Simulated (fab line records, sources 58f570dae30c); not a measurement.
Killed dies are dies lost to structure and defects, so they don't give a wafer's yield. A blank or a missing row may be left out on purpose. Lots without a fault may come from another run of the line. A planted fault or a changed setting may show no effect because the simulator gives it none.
A struck lot beside a sound one | flow berkeley_cmos170 | 15 steps out of a route of 331
Sound: wafers L986.1, L986.4, L986.6. Struck: wafers L988.1, L988.4, L988.5. The cause comes at the end.
At each step with rows: each side's tool, then ch and its chambers, then its first start. Under that, the readings that differ: sound wafers | struck wafers | difference of the means | sigmas: that difference in standard deviations of wafers without a fault.
alike: readings whose means differ by less than 2 such deviations, and words and numbers that are the same on both sides. not compared: withheld readings, readings that some wafer has no value for, bounds like >300 that may hide the same value, and numbers for which the record gives no deviation and whose values overlap.
The two part at a step that has a row with sigmas, a row that says differs or no value, or rows on one side only. Numbers that don't overlap but have no deviation are shown without sigmas and don't part them. A reading that every wafer of one side lacks parts them only if that side has two wafers or more.

UCB170_CONTACT_THK_MEAS_02:
  sound on film_metro-04, day 10 03:54; struck on film_metro-01, day 11 03:43
  alike: CONTACT_PSG_THK
then, 3 steps without rows for these wafers: UCB170_CONTACT_HMDS_03 (prime time 60 s); UCB170_CONTACT_COAT_04 (resist thk 900 nm); UCB170_CONTACT_SOFTBAKE_05 (time 60 s).
UCB170_CONTACT_STRIP_06: strips in O2.
  sound on plasma_asher-02 ch 0,1, day 10 04:25; struck on plasma_asher-03 ch 0,1, day 11 04:20
  alike: drypump_motor_current_A, oes_product_au, strip_time_to_endpoint_s
  not compared: rf_hours_counter_h
then, 1 step without rows for these wafers: UCB170_CONTACT_CLEAN_07 (cleans in SPM, time 600 s).
UCB170_CONTACT_RTA_08: time 10 s.
  sound on rtp_anneal-01 ch 0, day 10 04:41; struck on rtp_anneal-01 ch 0, day 11 04:37
  alike: lamp_power_pct, wafer_temp_C_max
then, 5 steps without rows for these wafers: UCB170_CONTACT_COAT_09; UCB170_CONTACT_COAT_10 (resist thk 900 nm); UCB170_CONTACT_SOFTBAKE_11 (time 60 s); UCB170_CONTACT_EXPOSE_12 (exposes mask CONT, target cd 700 nm); UCB170_CONTACT_PEB_13.
UCB170_CONTACT_DEVELOP_14: develop time 45 s.
  sound on litho_track-01 ch 0, day 10 05:00; struck on litho_track-01 ch 0, day 11 05:00
  reading              | sound             | struck            | difference | sigmas
  developer_temp_C (C) | 21.10 21.03 21.17 | 18.83 18.81 18.78 | -2.29      | -23
  alike: chill_plate_temp_C
UCB170_CONTACT_CD_MEAS_15: target cd 700 nm.
  sound on cd_sem-01, day 10 05:43; struck on cd_sem-02, day 11 05:31
  reading    | sound             | struck            | difference | sigmas
  cd_nm (nm) | 698.2 698.5 696.3 | 702.7 703.1 703.5 | +5.4       | +4
then, 1 step without rows for these wafers: UCB170_M3_PROBE_99.

WHERE THEY PART
First at UCB170_CONTACT_DEVELOP_14; last, within this record, at UCB170_CONTACT_CD_MEAS_15.

WHY: what the simulator had put in
Process parameter drift: litho_track-01, from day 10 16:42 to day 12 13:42, at UCB170_CONTACT_DEVELOP_14. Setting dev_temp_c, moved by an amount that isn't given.
